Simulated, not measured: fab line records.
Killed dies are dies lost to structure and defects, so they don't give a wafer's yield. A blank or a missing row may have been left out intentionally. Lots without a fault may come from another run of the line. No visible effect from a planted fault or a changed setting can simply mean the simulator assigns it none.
fab line records + flow berkeleyCmos170
record
- lots=5
- wafers=15
- lastDay=10
route steps=331 shown SCREENOX@101 NVT@104 PVT@115
lots that met no fault: from a run of the same line without faults
startH: hours from the record's opening day to when the first of the lot's shown wafers began + waitH: how many hours have passed since the lot's step before this one + " unchanged from the row above + L1.1+2: one row covering several wafers at once + - either no value or no given start + * or withheld: withheld + < > ~ a bound
route shown NAME@n: names a module that has steps shown in the file, with the first one's number in the route + usual: mean and standard deviation over wafers with no fault + same: alike in all rows + chamber/n: place in a boat + sites: the reading at each site + _std_site: the values' standard deviation + _edge_site: outer sites' mean less inner sites' + radiusMm: how far each site lies from the wafer's centre + mask NAME#n: copy n + behind: tool/chamber where the wafer was last shaped + hold: what put the lot on hold/how long, in hours/how the hold closed + device: whichever transistor did not switch (one of n, p or np) + end of line: tests of these same wafers at the route's end + where a step has no rows: the recipe by itself + killed: dies lost to structure and defects at the first sort, not the wafer's yield + map: a wafer's dies, marking killed ones x, the rest . and places with no die _
set.NAME: the setting as run; set.NAME@STEP: as run at that earlier step + model.NAME: the simulator's own value behind a step, which no gauge read
lots at selected steps of the route; one table per step, one row per wafer
services: from which hour (startH, from the record's first day; less than 0 if before it) a tool's chamber was out of use, for how many hours, and why
## steps
# step UCB170_SCREENOX_OXIDATION_01
# recipe
- tempC=900
- ambient=O2
- targetThkA=144
- oxTimeS=2400
| lot.wafer  | tool       | chamber | startH | waitH |
|------------|------------|---------|--------|-------|
| L075.3+4+5 | furnace-02 | 0       | 104.86 | 0.6   |
| L080.1+3+4 | furnace-02 | 0       | 127.22 | 1.4   |
| L083.2+4+6 | furnace-02 | 0       | 160.06 | 4.6   |
| L087.1+5+6 | furnace-02 | 0       | 172.99 | 3.6   |
| L089.1+3+5 | furnace-01 | 0       | 181.06 | 3.7   |
# step UCB170_SCREENOX_THK_MEAS_02
# recipe
- reads=SiO2_of_SCREENOX_OXIDATION_01
# usual
- SCREENOX_OXIDE_THK=14.38/0.28
| lot.wafer | tool         | chamber | startH | waitH | SCREENOX_OXIDE_THK[nm] |
|-----------|--------------|---------|--------|-------|------------------------|
| L075.3    | filmMetro-02 | -       | 106.55 | 0.0   | 14.43                  |
| L075.4    | "            | -       | "      | "     | 14.26                  |
| L075.5    | "            | -       | "      | "     | 14.30                  |
| L080.1    | filmMetro-01 | -       | 128.89 | 0.0   | 14.31                  |
| L080.3    | "            | -       | "      | "     | 14.24                  |
| L080.4    | "            | -       | "      | "     | 14.22                  |
| L083.2    | filmMetro-01 | -       | 161.73 | 0.0   | 14.80                  |
| L083.4    | "            | -       | "      | "     | 14.69                  |
| L083.6    | "            | -       | "      | "     | 14.61                  |
| L087.1    | filmMetro-01 | -       | 174.66 | 0.0   | 14.57                  |
| L087.5    | "            | -       | "      | "     | 14.90                  |
| L087.6    | "            | -       | "      | "     | 14.57                  |
| L089.1    | filmMetro-01 | -       | 182.73 | 0.0   | 14.82                  |
| L089.3    | "            | -       | "      | "     | 14.74                  |
| L089.5    | "            | -       | "      | "     | 14.64                  |
# step UCB170_SCREENOX_ANNEAL_03
# recipe
- tempC=900
- timeS=900
- ambient=N2
| lot.wafer  | tool       | chamber | startH | waitH |
|------------|------------|---------|--------|-------|
| L075.3+4+5 | furnace-04 | 0       | 108.58 | 2.0   |
| L080.1+3+4 | furnace-02 | 0       | 130.14 | 1.2   |
| L083.2+4+6 | furnace-04 | 0       | 166.84 | 5.1   |
| L087.1+5+6 | furnace-01 | 0       | 178.56 | 3.9   |
| L089.1+3+5 | furnace-02 | 0       | 187.77 | 5.0   |
# step UCB170_NVT_HMDS_00
# recipe
- primeTimeS=60
- primeTempC=100
| lot.wafer  | tool          | chamber | startH | waitH |
|------------|---------------|---------|--------|-------|
| L075.3+4+5 | lithoTrack-03 | 0       | 110.30 | 0.5   |
| L080.1+3+4 | lithoTrack-01 | 0       | 131.93 | 0.5   |
| L083.2+4+6 | lithoTrack-02 | 0       | 168.11 | 0.0   |
| L087.1+5+6 | lithoTrack-03 | 0       | 179.81 | 0.0   |
| L089.1+3+5 | lithoTrack-02 | 0       | 189.22 | 0.2   |
# step UCB170_NVT_COAT_01
# recipe
- resist=KrF
- spinRpm=1500
- resistThkNm=900
| lot.wafer  | tool          | chamber | startH | waitH |
|------------|---------------|---------|--------|-------|
| L075.3+4+5 | lithoTrack-03 | 0       | 110.45 | 0.1   |
| L080.1+3+4 | lithoTrack-01 | 0       | 132.08 | 0.1   |
| L083.2+4+6 | lithoTrack-02 | 0       | 168.26 | 0.1   |
| L087.1+5+6 | lithoTrack-03 | 0       | 179.96 | 0.1   |
| L089.1+3+5 | lithoTrack-02 | 0       | 189.37 | 0.1   |
# step UCB170_NVT_SOFTBAKE_02
# recipe
- resist=KrF
- tempC=130
- timeS=60
| lot.wafer  | tool          | chamber | startH | waitH |
|------------|---------------|---------|--------|-------|
| L075.3+4+5 | lithoTrack-03 | 0       | 110.60 | 0.1   |
| L080.1+3+4 | lithoTrack-01 | 0       | 132.23 | 0.1   |
| L083.2+4+6 | lithoTrack-02 | 0       | 168.41 | 0.1   |
| L087.1+5+6 | lithoTrack-03 | 0       | 180.11 | 0.1   |
| L089.1+3+5 | lithoTrack-02 | 0       | 189.52 | 0.1   |
# step UCB170_NVT_EXPOSE_03
# recipe
- maskId=PWELL
- targetCdNm=3000
- na=0.5
- sigmaOuter=0.6
- sourceShape=conventional
- doseMj=30
# same
- sigmaOuter=0.6
| lot.wafer  | tool          | chamber | startH | waitH | mask    |
|------------|---------------|---------|--------|-------|---------|
| L075.3+4+5 | krfScanner-01 | 0       | 110.87 | 0.2   | PWELL#0 |
| L080.1+3+4 | krfScanner-01 | 0       | 132.67 | 0.4   | PWELL#0 |
| L083.2+4+6 | krfScanner-01 | 0       | 168.68 | 0.2   | PWELL#0 |
| L087.1+5+6 | krfScanner-01 | 0       | 180.39 | 0.2   | PWELL#0 |
| L089.1+3+5 | krfScanner-02 | 0       | 189.79 | 0.2   | PWELL#0 |
# step UCB170_NVT_PEB_04
# recipe
- pebTempC=130
- pebTimeS=withheld
- resist=KrF
| lot.wafer  | tool          | chamber | startH | waitH |
|------------|---------------|---------|--------|-------|
| L075.3+4+5 | lithoTrack-02 | 0       | 111.34 | 0.5   |
| L080.1+3+4 | lithoTrack-01 | 0       | 133.56 | 0.9   |
| L083.2+4+6 | lithoTrack-02 | 0       | 169.01 | 0.3   |
| L087.1+5+6 | lithoTrack-02 | 0       | 180.50 | 0.1   |
| L089.1+3+5 | lithoTrack-03 | 0       | 189.91 | 0.1   |
# step UCB170_NVT_DEVELOP_05
# recipe
- developer=TMAH
- developTimeS=45
- resist=KrF
- devTempC=21
| lot.wafer  | tool          | chamber | startH | waitH |
|------------|---------------|---------|--------|-------|
| L075.3+4+5 | lithoTrack-02 | 0       | -      | -     |
| L080.1+3+4 | lithoTrack-01 | 0       | -      | -     |
| L083.2+4+6 | lithoTrack-02 | 0       | -      | -     |
| L087.1+5+6 | lithoTrack-02 | 0       | -      | -     |
| L089.1+3+5 | lithoTrack-03 | 0       | -      | -     |
# step UCB170_NVT_OVL_MEAS_06
# usual
- NVT_OVL=1/6.5
| lot.wafer | tool       | chamber | startH | waitH | NVT_OVL[nm] |
|-----------|------------|---------|--------|-------|-------------|
| L075.3    | overlay-01 | -       | 111.58 | -     | 0           |
| L075.4    | "          | -       | "      | "     | -3          |
| L075.5    | "          | -       | "      | "     | 1           |
| L080.1    | overlay-02 | -       | 133.83 | -     | 5           |
| L080.3    | "          | -       | "      | "     | 6           |
| L080.4    | "          | -       | "      | "     | 9           |
| L083.2    | overlay-02 | -       | 169.27 | -     | 1           |
| L083.4    | "          | -       | "      | "     | 0           |
| L083.6    | "          | -       | "      | "     | -6          |
| L087.1    | overlay-02 | -       | 180.78 | -     | -9          |
| L087.5    | "          | -       | "      | "     | -5          |
| L087.6    | "          | -       | "      | "     | -3          |
| L089.1    | overlay-02 | -       | 190.18 | -     | -3          |
| L089.3    | "          | -       | "      | "     | 7           |
| L089.5    | "          | -       | "      | "     | 4           |
# step UCB170_NVT_IMPLANT_07
# recipe
- species=BF2
- doseCm2=3e+12
- energyKev=50
- tiltDeg=7
| lot.wafer  | tool         | chamber | startH | waitH |
|------------|--------------|---------|--------|-------|
| L075.3+4+5 | implanter-02 | 0       | 111.65 | 0.1   |
| L080.1+3+4 | implanter-02 | 0       | 133.87 | 0.0   |
| L083.2+4+6 | implanter-02 | 0       | 169.32 | 0.0   |
| L087.1+5+6 | implanter-04 | 0       | 180.81 | 0.0   |
| L089.1+3+5 | implanter-02 | 0       | 190.22 | 0.0   |
# step UCB170_NVT_STRIP_08
# recipe
- chemistry=O2
- powerW=400
- pressureMtorr=3500
- platenTempC=withheld
- o2FlowSccm=400
- overashFraction=0.5
# usual
- drypumpMotorCurrentA=5.6/0.5
- oesProductAu=0.735/0.0047
- stripTimeToEndpointS=21.64/0.055
| lot.wafer | tool           | chamber | startH | waitH | drypumpMotorCurrentA | oesProductAu | rfHoursCounterH | stripTimeToEndpointS |
|-----------|----------------|---------|--------|-------|----------------------|--------------|-----------------|----------------------|
| L075.3    | plasmaAsher-01 | 1       | 111.78 | 0.1   | 5.5                  | 0.734        | -               | 21.54                |
| L075.4    | "              | 0       | "      | "     | 5.0                  | 0.743        | -               | 21.61                |
| L075.5    | "              | 1       | "      | "     | 5.5                  | 0.740        | -               | 21.65                |
| L080.1    | plasmaAsher-01 | 1       | 134.07 | 0.2   | 5.6                  | 0.741        | 48              | 21.64                |
| L080.3    | "              | 0       | "      | "     | 5.0                  | 0.742        | -               | 21.65                |
| L080.4    | "              | 1       | "      | "     | 5.5                  | 0.727        | -               | 21.68                |
| L083.2    | plasmaAsher-01 | 1       | 169.45 | 0.1   | 5.5                  | 0.728        | 51              | 21.67                |
| L083.4    | "              | 0       | "      | "     | 5.0                  | 0.733        | -               | 21.70                |
| L083.6    | "              | 1       | "      | "     | 5.5                  | 0.731        | -               | 21.59                |
| L087.1    | plasmaAsher-02 | 1       | 180.96 | 0.1   | 6.1                  | 0.744        | 39              | 21.72                |
| L087.5    | "              | 0       | "      | "     | 6.1                  | 0.732        | -               | 21.59                |
| L087.6    | "              | 1       | "      | "     | 6.1                  | 0.733        | -               | 21.68                |
| L089.1    | plasmaAsher-02 | 1       | 190.37 | 0.1   | 6.1                  | 0.731        | 40              | 21.68                |
| L089.3    | "              | 1       | "      | "     | 6.1                  | 0.732        | -               | 21.66                |
| L089.5    | "              | 1       | "      | "     | 6.1                  | 0.742        | -               | 21.64                |
# step UCB170_NVT_TW_MEAS_09
# usual
- NVT_TW=519/4.2
| lot.wafer | tool         | chamber | startH | waitH | NVT_TW |
|-----------|--------------|---------|--------|-------|--------|
| L075.3    | filmMetro-03 | -       | 111.87 | 0.1   | 520    |
| L075.4    | "            | -       | "      | "     | 524    |
| L075.5    | "            | -       | "      | "     | 520    |
| L080.1    | filmMetro-03 | -       | 134.17 | 0.1   | 520    |
| L080.3    | "            | -       | "      | "     | 517    |
| L080.4    | "            | -       | "      | "     | 518    |
| L083.2    | filmMetro-01 | -       | 169.56 | 0.1   | 512    |
| L083.4    | "            | -       | "      | "     | 511    |
| L083.6    | "            | -       | "      | "     | 512    |
| L087.1    | filmMetro-04 | -       | 181.06 | 0.1   | 526    |
| L087.5    | "            | -       | "      | "     | 522    |
| L087.6    | "            | -       | "      | "     | 528    |
| L089.1    | filmMetro-03 | -       | 190.47 | 0.1   | 520    |
| L089.3    | "            | -       | "      | "     | 522    |
| L089.5    | "            | -       | "      | "     | 524    |
# step UCB170_NVT_CLEAN_10
# recipe
- chemistry=SPM
- tempC=120
- timeS=600
| lot.wafer  | tool        | chamber | startH | waitH |
|------------|-------------|---------|--------|-------|
| L075.3+4+5 | wetBench-04 | 0       | 111.91 | 0.0   |
| L080.1+3+4 | wetBench-03 | 0       | 134.25 | 0.1   |
| L083.2+4+6 | wetBench-04 | 0       | 171.41 | 1.8   |
| L087.1+5+6 | wetBench-04 | 3       | 182.35 | 1.3   |
| L089.1+3+5 | wetBench-04 | 3       | 190.53 | 0.1   |
# step UCB170_PVT_HMDS_00
# recipe
- primeTimeS=60
- primeTempC=100
| lot.wafer  | tool          | chamber | startH | waitH |
|------------|---------------|---------|--------|-------|
| L075.3+4+5 | lithoTrack-03 | 0       | 112.38 | 0.3   |
| L080.1+3+4 | lithoTrack-04 | 0       | 135.70 | 1.3   |
| L083.2+4+6 | lithoTrack-04 | 0       | 171.61 | 0.0   |
| L087.1+5+6 | lithoTrack-02 | 0       | 182.52 | 0.0   |
| L089.1+3+5 | lithoTrack-03 | 0       | 190.71 | 0.0   |
# step UCB170_PVT_COAT_01
# recipe
- resist=KrF
- spinRpm=1500
- resistThkNm=900
| lot.wafer  | tool          | chamber | startH | waitH |
|------------|---------------|---------|--------|-------|
| L075.3+4+5 | lithoTrack-03 | 0       | 112.53 | 0.1   |
| L080.1+3+4 | lithoTrack-04 | 0       | 135.85 | 0.1   |
| L083.2+4+6 | lithoTrack-04 | 0       | 171.76 | 0.1   |
| L087.1+5+6 | lithoTrack-02 | 0       | 182.67 | 0.1   |
| L089.1+3+5 | lithoTrack-03 | 0       | 190.86 | 0.1   |
## services
| tool           | chamber | startH | hours | kind   |
|----------------|---------|--------|-------|--------|
| implanter-04   | -       | 84.51  | 5.1   | pm     |
| implanter-02   | -       | 88.51  | 1.6   | repair |
| implanter-02   | -       | 99.85  | 5.7   | pm     |
| wetBench-04    | -       | 100.91 | 4.4   | pm     |
| krfScanner-01  | -       | 117.34 | 1.3   | pm     |
| krfScanner-02  | -       | 128.44 | 5.9   | repair |
| krfScanner-02  | -       | 154.96 | 1.0   | pm     |
| furnace-02     | -       | 156.17 | 2.6   | pm     |
| plasmaAsher-02 | -       | 157.02 | 1.9   | repair |
| plasmaAsher-02 | -       | 157.98 | 4.2   | repair |
| implanter-02   | -       | 171.41 | 3.4   | repair |
| krfScanner-01  | -       | 174.40 | 3.4   | repair |
| krfScanner-02  | -       | 182.44 | 1.3   | pm     |
## key
fault none
